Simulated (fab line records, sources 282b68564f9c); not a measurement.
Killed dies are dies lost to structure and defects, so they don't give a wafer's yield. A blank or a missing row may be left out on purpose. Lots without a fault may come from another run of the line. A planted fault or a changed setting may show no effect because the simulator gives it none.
fab line records | flow rit_cmos
record lots=14 wafers=42 last_day=8
route steps=202 shown PSD@151 CONTACT@179 M1@193
lots that met no fault: from a run of the same line without faults
start_h: hours from the record's first day to the start of the lot's first wafer shown | wait_h: hours since the lot's step before | " the same as in the row above | L1.1+2: a row that stands for several wafers | - no value, or no start given | * or withheld: withheld | < > ~ a bound
route shown NAME@n: a module of which the file shows steps, and the number in the route of the first | usual: mean/standard deviation of fault-free wafers | same: alike in all rows | chamber/n: place in a boat | sites: the reading at each site | _std_site: their standard deviation | _edge_site: outer sites' mean less inner sites' | radius_mm: how far each site lies from the wafer's centre | mask NAME#n: copy n | behind: the tool/chamber that last shaped the wafer | hold: why the lot was held/for how many hours/how that ended | device: the transistor (n, p or np) that didn't switch | end of line: the same wafers' tests at the end of the route | a step without rows: its recipe alone | killed: dies lost to structure and defects at the first sort, not the wafer's yield | map: a wafer's dies, x killed, . not, _ none there
set.NAME: the setting as run; set.NAME@STEP: as run at that earlier step | model.NAME: the simulator's own value behind a step, which no gauge read
steps of the route over a sample of lots; a table a step, a row a wafer
services: from which hour (start_h, from the record's first day; less than 0 if before it) a tool's chamber was out of use, for how many hours, and why
## steps
# step RIT_PSD_STRIP_09
# recipe chemistry=O2 time_s=180 resist=NOVOLAK platen_temp_c=withheld power_w=500 pressure_mtorr=4000 o2_flow_sccm=4000
# usual drypump_motor_current_A=5.8/0.46
# columns lot.wafer tool chamber start_h wait_h drypump_motor_current_A rf_hours_counter_h
L529.1 plasma_asher-01 1 59.90 0.1 6.0 38
L529.4 " 0 " " 4.7 -
L529.6 " 0 " " 4.7 -
L530.2 plasma_asher-04 1 60.41 0.1 5.9 43
L530.3 " 1 " " 5.9 -
L530.5 " 1 " " 5.9 -
L531.2 plasma_asher-04 1 62.20 0.1 5.9 43
L531.4 " 1 " " 5.9 -
L531.5 " 1 " " 5.9 -
L532.2 plasma_asher-03 0 72.95 0.1 6.3 30
L532.4 " 0 " " 6.4 -
L532.6 " 1 " " 5.9 -
L534.1 plasma_asher-01 1 79.87 0.1 6.0 40
L534.3 " 0 " " 4.7 -
L534.6 " 0 " " 4.8 -
L535.3 plasma_asher-04 1 86.62 0.1 5.9 -
L535.4 " 0 " " 5.8 -
L535.5 " 0 " " 5.8 -
L542.1 plasma_asher-04 0 121.89 0.1 5.8 0
L542.5 " 0 " " 5.8 -
L542.6 " 1 " " 5.9 -
L543.3 plasma_asher-04 0 131.82 0.1 5.8 -
L543.4 " 1 " " 5.9 -
L543.6 " 0 " " 5.8 -
L544.1 plasma_asher-04 1 137.09 0.1 5.9 2
L544.2 " 0 " " 5.8 2
L544.3 " 1 " " 5.9 -
L547.2 plasma_asher-03 0 158.32 0.1 6.3 39
L547.3 " 1 " " 6.0 -
L547.6 " 1 " " 5.9 -
L550.3 plasma_asher-03 0 172.15 0.1 6.4 -
L550.4 " 1 " " 5.9 -
L550.6 " 0 " " 6.3 -
L549.1 plasma_asher-04 1 172.56 0.1 5.9 5
L549.4 " 1 " " 5.9 -
L549.6 " 1 " " 5.9 -
L551.2 plasma_asher-01 0 180.81 0.1 4.7 50
L551.3 " 1 " " 6.0 -
L551.6 " 1 " " 6.0 -
L552.2 plasma_asher-01 1 187.11 0.1 6.0 51
L552.3 " 1 " " 6.0 -
L552.5 " 0 " " 4.8 -
# step RIT_CONTACT_ETCH_11
# recipe target_depth_a=4800 over_etch_frac=0.2 stop_on=TiSi2 chemistry=CHF3/CF4/Ar target=SiO2 CHF3_flow_sccm=50 cf4_flow_sccm=10 Ar_flow_sccm=100 O2_flow_sccm=5 pressure_mtorr=100 rf_w=200 time_s=320
# usual CHF3_flow_sccm=50.03/0.14 O2_flow_sccm=5.000/0.017 drypump_motor_current_A=5.4/0.43 oes_product_au=0.984/0.018 throttle_valve_pct=8.88/0.14
# columns lot.wafer tool chamber start_h wait_h CHF3_flow_sccm O2_flow_sccm drypump_motor_current_A oes_product_au rf_hours_counter_h throttle_valve_pct
L529.1 rie_diel-01 3 63.07 0.1 50.13 4.998 5.9 0.971 37 8.67
L529.4 " 0 " " 50.03 5.009 5.4 1.000 2 8.75
L529.6 " 3 " " 50.07 5.005 5.9 0.966 - 8.69
L530.2 rie_diel-03 2 63.57 0.1 49.75 4.981 5.1 0.962 2 8.94
L530.3 " 1 " " 50.04 5.012 5.3 0.983 163 9.09
L530.5 " 2 " " 49.75 4.987 5.1 0.961 - 8.93
L531.2 rie_diel-02 1 65.29 0.1 50.03 4.977 5.4 0.999 42 8.88
L531.4 " 2 " " 50.09 5.016 4.7 1.008 - 8.95
L531.5 " 0 " " 50.18 5.000 5.4 0.966 - 8.82
L532.2 rie_diel-03 1 76.18 0.1 49.92 5.029 5.3 0.990 164 9.10
L532.4 " 0 " " 50.15 5.006 5.3 0.974 138 8.61
L532.6 " 3 " " 50.04 5.009 5.8 1.003 - 8.85
L534.1 rie_diel-03 0 83.03 0.1 49.93 5.011 5.3 0.969 138 8.64
L534.3 " 2 " " 50.22 4.992 5.1 0.958 2 8.96
L534.6 " 0 " " 50.31 5.015 5.3 0.960 - 8.63
L535.3 rie_diel-02 3 89.60 0.1 50.00 4.995 4.9 0.966 142 9.12
L535.4 " 3 " " 49.79 4.995 4.9 0.971 - 9.11
L535.5 " 2 " " 50.19 5.010 4.7 1.012 - 8.94
L542.1 rie_diel-02 0 124.95 0.1 - - - - - -
L542.5 " 2 " " - - - - - -
L542.6 " 1 " " - - - - - -
L543.3 rie_diel-03 1 134.96 0.1 - - - - - -
L543.4 " 0 " " - - - - - -
L543.6 " 3 " " - - - - - -
L544.1 rie_diel-02 2 140.29 0.1 50.08 5.015 4.7 1.015 18 8.96
L544.2 " 3 " " 50.18 5.008 4.9 0.974 143 9.11
L544.3 " 1 " " 49.92 4.996 5.4 0.996 44 8.89
L547.2 rie_diel-03 2 161.48 0.1 50.05 5.010 5.1 0.964 4 8.94
L547.3 " 1 " " 49.80 5.006 5.2 0.976 1 9.09
L547.6 " 1 " " 49.67 5.025 5.3 0.977 - 9.09
L550.3 rie_diel-03 3 175.30 0.1 49.83 4.989 5.8 1.004 102 8.86
L550.4 " 0 " " 50.14 4.979 5.3 0.969 140 8.64
L550.6 " 0 " " 50.01 4.998 5.3 0.960 - 8.63
L549.1 rie_diel-02 2 175.66 0.1 49.98 5.020 4.7 1.005 18 8.95
L549.4 " 0 " " 50.10 5.026 5.4 0.972 71 8.82
L549.6 " 3 " " 50.18 5.023 4.9 0.967 - 9.12
L551.2 rie_diel-02 0 183.88 0.1 50.22 5.014 5.4 0.975 71 8.82
L551.3 " 2 " " 49.90 5.037 4.7 1.007 18 8.95
L551.6 " 0 " " 50.15 5.004 5.4 0.977 - 8.83
L552.2 rie_diel-01 3 190.23 0.1 49.83 5.020 5.9 0.974 39 8.70
L552.3 " 0 " " 49.95 5.018 5.4 0.998 4 8.77
L552.5 " 0 " " 50.39 4.982 5.4 1.001 - 8.76
# step RIT_CONTACT_CD_MEAS_90
# recipe target_cd_nm=1000
# usual cd_nm=999.7/2.4
# columns lot.wafer tool chamber start_h wait_h cd_nm
L529.1 cd_sem-02 - 63.44 0.1 1002.8
L529.4 " - " " 1004.5
L529.6 " - " " 1001.0
L530.2 cd_sem-01 - 63.96 0.1 999.8
L530.3 " - " " 999.7
L530.5 " - " " 1001.1
L531.2 cd_sem-02 - 65.68 0.1 999.8
L531.4 " - " " 999.8
L531.5 " - " " 1000.7
L532.2 cd_sem-01 - 76.57 0.1 1001.2
L532.4 " - " " 1000.7
L532.6 " - " " 1001.4
L534.1 cd_sem-01 - 83.40 0.1 997.4
L534.3 " - " " 996.9
L534.6 " - " " 995.5
L535.3 cd_sem-01 - 90.01 0.1 996.8
L535.4 " - " " 998.7
L535.5 " - " " 997.0
L542.1 cd_sem-01 - 125.32 0.1 -
L542.5 " - " " -
L542.6 " - " " -
L543.3 cd_sem-02 - 135.37 0.1 -
L543.4 " - " " -
L543.6 " - " " -
L544.1 cd_sem-01 - 140.66 0.1 1001.4
L544.2 " - " " 1002.2
L544.3 " - " " 1001.3
L547.2 cd_sem-02 - 161.87 0.1 1001.4
L547.3 " - " " 1001.8
L547.6 " - " " 1000.0
L550.3 cd_sem-01 - 175.71 0.1 997.4
L550.4 " - " " 998.5
L550.6 " - " " 1000.6
L549.1 cd_sem-02 - 176.03 0.1 997.7
L549.4 " - " " 997.1
L549.6 " - " " 998.2
L551.2 cd_sem-02 - 184.27 0.1 1000.7
L551.3 " - " " 1001.8
L551.6 " - " " 1001.7
L552.2 cd_sem-02 - 190.62 0.1 1000.9
L552.3 " - " " 1000.7
L552.5 " - " " 998.9
# step RIT_M1_CD_MEAS_09
# recipe target_cd_nm=2600
# usual cd_nm=2599.5/2.1
# columns lot.wafer tool chamber start_h wait_h cd_nm
L529.1 cd_sem-01 - 65.57 - 2603.2
L529.4 " - " " 2603.0
L529.6 " - " " 2602.0
L530.2 cd_sem-01 - 65.93 - 2599.1
L530.3 " - " " 2598.8
L530.5 " - " " 2598.5
L531.2 cd_sem-02 - 67.52 - 2600.1
L531.4 " - " " 2600.5
L531.5 " - " " 2602.5
L532.2 cd_sem-01 - 78.39 - 2598.8
L532.4 " - " " 2599.2
L532.6 " - " " 2600.2
L534.1 cd_sem-01 - 85.25 - 2599.9
L534.3 " - " " 2599.0
L534.6 " - " " 2600.4
L535.3 cd_sem-01 - 91.98 - 2597.9
L535.4 " - " " 2598.0
L535.5 " - " " 2599.0
L544.1 cd_sem-01 - 142.50 - 2600.5
L544.2 " - " " 2602.4
L544.3 " - " " 2599.8
L547.2 cd_sem-01 - 163.73 - 2597.2
L547.3 " - " " 2595.3
L547.6 " - " " 2595.3
L550.3 cd_sem-01 - 177.55 - 2597.4
L550.4 " - " " 2596.6
L550.6 " - " " 2597.8
L549.1 cd_sem-01 - 178.06 - 2602.8
L549.4 " - " " 2600.5
L549.6 " - " " 2598.3
L551.2 cd_sem-02 - 186.34 - 2600.4
L551.3 " - " " 2598.7
L551.6 " - " " 2599.3
L552.2 cd_sem-02 - 192.46 - 2598.0
L552.3 " - " " 2597.8
L552.5 " - " " 2599.4
# step RIT_M1_OVL_MEAS_10
# usual M1_OVL=0.0/1.4
# columns lot.wafer tool chamber start_h wait_h M1_OVL[nm]
L529.1 overlay-02 - 65.69 0.1 -1.1
L529.4 " - " " -0.9
L529.6 " - " " 2.3
L530.2 overlay-01 - 66.04 0.1 -0.8
L530.3 " - " " 0.2
L530.5 " - " " -1.0
L531.2 overlay-01 - 67.62 0.1 1.0
L531.4 " - " " -0.3
L531.5 " - " " 0.3
L532.2 overlay-01 - 78.50 0.1 -2.3
L532.4 " - " " -0.9
L532.6 " - " " -1.0
L534.1 overlay-02 - 85.37 0.1 -0.9
L534.3 " - " " 1.5
L534.6 " - " " 2.3
L535.3 overlay-01 - 92.07 0.1 0.5
L535.4 " - " " 0.6
L535.5 " - " " 2.1
L544.1 overlay-02 - 142.62 0.1 1.8
L544.2 " - " " 1.5
L544.3 " - " " 2.0
L547.2 overlay-02 - 163.83 0.1 -0.5
L547.3 " - " " 0.4
L547.6 " - " " 0.2
L550.3 overlay-02 - 177.64 0.1 -0.8
L550.4 " - " " 1.9
L550.6 " - " " 1.7
L549.1 overlay-02 - 178.18 0.1 -0.4
L549.4 " - " " -1.8
L549.6 " - " " 0.4
L551.2 overlay-02 - 186.45 0.1 1.4
L551.3 " - " " -0.6
L551.6 " - " " 1.1
L552.2 overlay-01 - 192.56 0.1 -0.3
L552.3 " - " " 0.9
L552.5 " - " " 3.1
# step RIT_M1_PROBE_99
# usual killed_at_contacts=0.0/0.22 killed_at_front_end=6.6/2.7 killed_dies=6.7/2.7 killed_on_rim=1.7/1.4 killed_open=3.4/2 killed_short=3.2/1.8
# same gross_dies=264 killed_at_M0_to_M3=0 killed_at_M4_up=0 killed_at_back_side=0 killed_at_other=0
# columns lot.wafer tool chamber start_h wait_h killed_at_contacts killed_at_front_end killed_dies killed_on_rim killed_open killed_short
L529.1 prober-02 - 68.24 0.1 0 7 7 0 2 5
L529.4 prober-02 - 68.39 0.2 0 6 6 0 1 5
L529.6 prober-02 - 68.49 0.2 0 5 5 0 4 1
L530.2 prober-01 - 69.79 0.1 0 5 5 0 1 4
L530.3 prober-01 - 69.84 0.2 0 6 6 3 4 2
L530.5 prober-01 - 69.94 0.2 0 12 12 2 9 3
L531.2 prober-02 - 71.29 0.1 0 9 9 4 5 4
L531.4 prober-02 - 71.39 0.2 0 10 10 2 5 5
L531.5 prober-02 - 71.44 0.2 0 7 7 1 6 1
L532.2 prober-01 - 81.08 0.1 0 7 7 1 4 3
L532.4 prober-01 - 81.18 0.2 0 8 8 3 4 4
L532.6 prober-01 - 81.28 0.2 0 6 6 2 5 1
L534.1 prober-01 - 88.01 0.1 0 7 7 2 2 5
L534.3 prober-01 - 88.11 0.2 0 3 3 0 1 2
L534.6 prober-01 - 88.26 0.2 0 4 4 0 3 1
L535.3 prober-02 - 94.70 0.2 0 8 8 2 4 4
L535.4 prober-02 - 94.75 0.2 0 4 4 0 4 0
L535.5 prober-02 - 94.80 0.2 0 7 7 3 3 4
L542.1 prober-01 - 130.13 0.1 260 4 264 70 2 2
L542.5 prober-01 - 130.33 0.2 257 7 264 70 2 5
L542.6 prober-01 - 130.38 0.2 259 5 264 70 4 1
L543.3 prober-02 - 140.07 0.2 259 5 264 70 2 2
L543.4 prober-02 - 140.12 0.2 256 8 264 70 4 3
L543.6 prober-02 - 140.22 0.2 260 4 264 70 2 2
L544.1 prober-01 - 145.16 0.1 0 6 6 2 2 4
L544.2 prober-01 - 145.21 0.1 0 3 3 0 2 1
L544.3 prober-01 - 145.26 0.2 0 8 8 0 2 5
L547.2 prober-02 - 166.43 0.1 0 7 7 1 4 3
L547.3 prober-02 - 166.48 0.2 0 11 11 3 5 6
L547.6 prober-02 - 166.63 0.2 0 9 9 3 3 6
L550.3 prober-02 - 180.27 0.2 0 9 9 4 5 4
L550.4 prober-02 - 180.32 0.2 0 10 10 3 1 9
L550.6 prober-02 - 180.42 0.2 0 7 7 1 3 4
L549.1 prober-01 - 181.67 0.1 1 2 3 1 2 1
L549.4 prober-01 - 181.82 0.2 0 16 16 3 10 6
L549.6 prober-01 - 181.92 0.2 0 7 7 0 2 5
L551.2 prober-02 - 189.21 0.1 1 7 8 1 4 4
L551.3 prober-02 - 189.26 0.2 1 9 10 0 7 3
L551.6 prober-02 - 189.41 0.2 0 4 4 1 2 2
L552.2 prober-01 - 195.14 0.1 0 9 9 1 3 6
L552.3 prober-01 - 195.19 0.2 0 8 8 1 6 2
L552.5 prober-01 - 195.29 0.2 0 7 7 0 5 2
# killed by level:class
L529.1 SPACER:geometric_particle:short=3 GATE:geometric_particle:open=1 GATE:geometric_particle:short=1 REOX:geometric_particle:short=1 SPACER:geometric_particle:open=1
L529.4 FOX2:geometric_particle:short=2 GATE:geometric_particle:short=2 GATE:geometric_particle:open=1 SPACER:geometric_particle:short=1
L529.6 GATE:geometric_particle:open=2 FOX2:geometric_particle:open=1 GATE:geometric_particle:short=1 REOX:geometric_particle:open=1
L530.2 GATE:geometric_particle:short=3 GATE:geometric_particle:open=1 REOX:geometric_particle:short=1
L530.3 GATE:geometric_particle:short=1 GATE:geometric_particle:open=1 REOX:geometric_particle:open=1 REOX:geometric_particle:short=1 SPACER:geometric_particle:open=1 SILICIDE:geometric_particle:open=1
L530.5 FOX1:geometric_particle:open=3 GATE:geometric_particle:open=3 GATE:geometric_particle:short=2 FOX1:geometric_particle:short=1 REOX:geometric_particle:open=1 SPACER:geometric_particle:open=1 SILICIDE:geometric_particle:open=1
L531.2 REOX:geometric_particle:open=5 FOX2:geometric_particle:short=2 FOX1:geometric_particle:short=1 GATE:geometric_particle:short=1
L531.4 GATE:geometric_particle:short=3 REOX:geometric_particle:open=2 FOX1:geometric_particle:short=1 FOX2:geometric_particle:short=1 FOX2:geometric_particle:open=1 SPACER:geometric_particle:open=1 SILICIDE:geometric_particle:open=1
L531.5 REOX:geometric_particle:open=3 SILICIDE:geometric_particle:open=2 FOX1:geometric_particle:open=1 GATE:geometric_particle:short=1
L532.2 FOX1:geometric_particle:open=1 FOX2:geometric_particle:short=1 GATE:geometric_particle:short=1 GATE:geometric_particle:open=1 REOX:geometric_particle:open=1 SPACER:geometric_particle:short=1 SILICIDE:geometric_particle:open=1
L532.4 FOX1:geometric_particle:open=2 FOX1:geometric_particle:short=2 GATE:geometric_particle:open=2 GATE:geometric_particle:short=1 REOX:geometric_particle:short=1
L532.6 FOX1:geometric_particle:open=2 GATE:geometric_particle:open=2 REOX:geometric_particle:short=1 SPACER:geometric_particle:open=1
L534.1 GATE:geometric_particle:short=3 GATE:geometric_particle:open=2 FOX1:geometric_particle:short=1 SPACER:geometric_particle:short=1
L534.3 FOX1:geometric_particle:short=2 GATE:geometric_particle:open=1
L534.6 FOX2:geometric_particle:open=1 GATE:geometric_particle:open=1 GATE:geometric_particle:short=1 SILICIDE:geometric_particle:open=1
L535.3 GATE:geometric_particle:open=3 GATE:geometric_particle:short=2 FOX1:geometric_particle:short=1 FOX1:geometric_particle:open=1 SILICIDE:geometric_particle:short=1
L535.4 FOX1:geometric_particle:open=2 GATE:geometric_particle:open=1 REOX:geometric_particle:open=1
L535.5 GATE:geometric_particle:open=2 FOX2:geometric_particle:short=1 GATE:geometric_particle:short=1 REOX:geometric_particle:open=1 REOX:geometric_particle:short=1 SPACER:geometric_particle:short=1
L542.1 CONTACT:area_etch=260 GATE:geometric_particle:short=1 GATE:geometric_particle:open=1 REOX:geometric_particle:open=1 REOX:geometric_particle:short=1
L542.5 CONTACT:area_etch=257 GATE:geometric_particle:short=2 SILICIDE:geometric_particle:short=2 GATE:geometric_particle:open=1 REOX:geometric_particle:short=1 SILICIDE:geometric_particle:open=1
L542.6 CONTACT:area_etch=259 SPACER:geometric_particle:open=2 FOX1:geometric_particle:open=1 SILICIDE:geometric_particle:short=1 SILICIDE:geometric_particle:open=1
L543.3 CONTACT:area_etch=259 GATE:geometric_particle:open=2 GATE:geometric_particle:short=1 REOX:geometric_particle:short=1 PSD:coat_microbubble_printed=1
L543.4 CONTACT:area_etch=256 GATE:geometric_particle:short=2 SPACER:geometric_particle:open=2 FOX2:geometric_particle:open=1 GATE:geometric_particle:open=1 REOX:geometric_particle:short=1 PSD:coat_microbubble_printed=1
L543.6 CONTACT:area_etch=260 FOX1:geometric_particle:open=1 GATE:geometric_particle:short=1 SPACER:geometric_particle:short=1 SPACER:geometric_particle:open=1
L544.1 REOX:geometric_particle:short=2 GATE:geometric_particle:short=1 GATE:geometric_particle:open=1 SPACER:geometric_particle:short=1 STARTING-WAFER:geometric_particle:open=1
L544.2 FOX1:geometric_particle:open=1 FOX2:geometric_particle:open=1 GATE:geometric_particle:short=1
L544.3 FOX2:geometric_particle:short=3 FOX2:geometric_particle:open=1 REOX:geometric_particle:open=1 REOX:geometric_particle:short=1 SILICIDE:geometric_particle:short=1 NSD:coat_microbubble_printed=1
L547.2 GATE:geometric_particle:open=2 GATE:geometric_particle:short=2 FOX1:geometric_particle:open=1 FOX2:geometric_particle:short=1 SILICIDE:geometric_particle:open=1
L547.3 GATE:geometric_particle:open=5 GATE:geometric_particle:short=4 FOX2:geometric_particle:short=1 REOX:geometric_particle:short=1
L547.6 FOX1:geometric_particle:short=2 REOX:geometric_particle:short=2 FOX2:geometric_particle:short=1 GATE:geometric_particle:short=1 GATE:geometric_particle:open=1 REOX:geometric_particle:open=1 SPACER:geometric_particle:open=1
L550.3 FOX1:geometric_particle:open=3 GATE:geometric_particle:short=2 FOX1:geometric_particle:short=1 GATE:geometric_particle:open=1 SPACER:geometric_particle:open=1 SILICIDE:geometric_particle:short=1
L550.4 GATE:geometric_particle:short=6 FOX1:geometric_particle:short=2 FOX1:geometric_particle:open=1 FOX2:geometric_particle:short=1
L550.6 GATE:geometric_particle:short=3 GATE:geometric_particle:open=2 FOX1:geometric_particle:open=1 SILICIDE:geometric_particle:short=1
L549.1 GATE:geometric_particle:short=1 SILICIDE:geometric_particle:open=1 CONTACT:geometric_particle:open=1
L549.4 FOX2:geometric_particle:open=3 REOX:geometric_particle:open=3 FOX1:geometric_particle:open=2 FOX2:geometric_particle:short=2 GATE:geometric_particle:short=2 SPACER:geometric_particle:open=2 SPACER:geometric_particle:short=2
L549.6 SPACER:geometric_particle:short=2 FOX2:geometric_particle:short=1 GATE:geometric_particle:open=1 GATE:geometric_particle:short=1 REOX:geometric_particle:open=1 SILICIDE:geometric_particle:short=1
L551.2 FOX1:geometric_particle:open=2 GATE:geometric_particle:short=2 SPACER:geometric_particle:short=2 GATE:geometric_particle:open=1 CONTACT:geometric_particle:open=1
L551.3 GATE:geometric_particle:open=4 GATE:geometric_particle:short=2 FOX1:geometric_particle:short=1 REOX:geometric_particle:open=1 SPACER:geometric_particle:open=1 CONTACT:geometric_particle:open=1
L551.6 FOX1:geometric_particle:open=1 GATE:geometric_particle:short=1 SPACER:geometric_particle:short=1 SPACER:geometric_particle:open=1
L552.2 REOX:geometric_particle:short=3 FOX1:geometric_particle:short=1 GATE:geometric_particle:open=1 REOX:geometric_particle:open=1 SPACER:geometric_particle:short=1 SILICIDE:geometric_particle:short=1 SILICIDE:geometric_particle:open=1
L552.3 GATE:geometric_particle:open=4 FOX1:geometric_particle:open=2 REOX:geometric_particle:short=1 SILICIDE:geometric_particle:short=1
L552.5 FOX1:geometric_particle:open=2 FOX2:geometric_particle:open=2 GATE:geometric_particle:short=1 SILICIDE:geometric_particle:short=1 SILICIDE:geometric_particle:open=1
## services
# columns tool chamber start_h hours kind
rie_diel-03 2 55.07 1.8 repair
rie_diel-02 3 55.30 32.9 repair
rie_diel-03 1 81.68 - clean
rie_diel-03 1 81.68 24.8 scheduled_down
rie_diel-03 1 81.68 24.8 vent_cycle
rie_diel-02 0 89.08 2.4 repair
plasma_asher-01 - 103.33 0.4 repair
plasma_asher-04 - 108.75 9.0 pm
plasma_asher-04 0 108.75 9.0 vent_cycle
plasma_asher-04 1 108.75 9.0 vent_cycle
plasma_asher-04 0 117.75 - clean
plasma_asher-04 1 117.75 - clean
plasma_asher-04 - 146.74 1.6 repair
rie_diel-02 3 180.02 - clean
rie_diel-02 - 181.56 0.3 repair
## key
first_sign step=RIT_CONTACT_ETCH_11 reading=tool_record direction=missing
effect step=RIT_CONTACT_CD_MEAS_90 reading=cd_nm direction=missing
effect step=RIT_M1_PROBE_99 reading=killed_at_contacts direction=up sigmas=99+ usual=0.0 struck=258.5
more_kills_born_at RIT_CONTACT_ETCH_11@rie_diel-02=776 RIT_CONTACT_ETCH_11@rie_diel-03=775
met_at RIT_CONTACT_ETCH_11
struck_lots L542,L543
later_rows_left_out L542.1,L542.5,L542.6,L543.3,L543.4,L543.6
tester_left_out L542,L543
not_acting_at RIT_PSD_STRIP_09,RIT_M1_CD_MEAS_09,RIT_M1_OVL_MEAS_10
onset_between 89.60 124.95
fault kind=skipped_step_whole tool=rie_diel-02,rie_diel-03 chamber=- onset_h=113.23 steps=RIT_CONTACT_ETCH_11 scope=struck_lots_only
# tester_left_out: of these lots the tester's yield and bins aren't shown, on N5 and GAA mostly nor the transistor test; their killed dies are dies lost to structure and defects alone, not to doping, threshold or leakage, so they don't give the yield
# later_rows_left_out: the simulator's readings of these wafers behind a module that went badly wrong aren't trusted and aren't shown, but for the sort
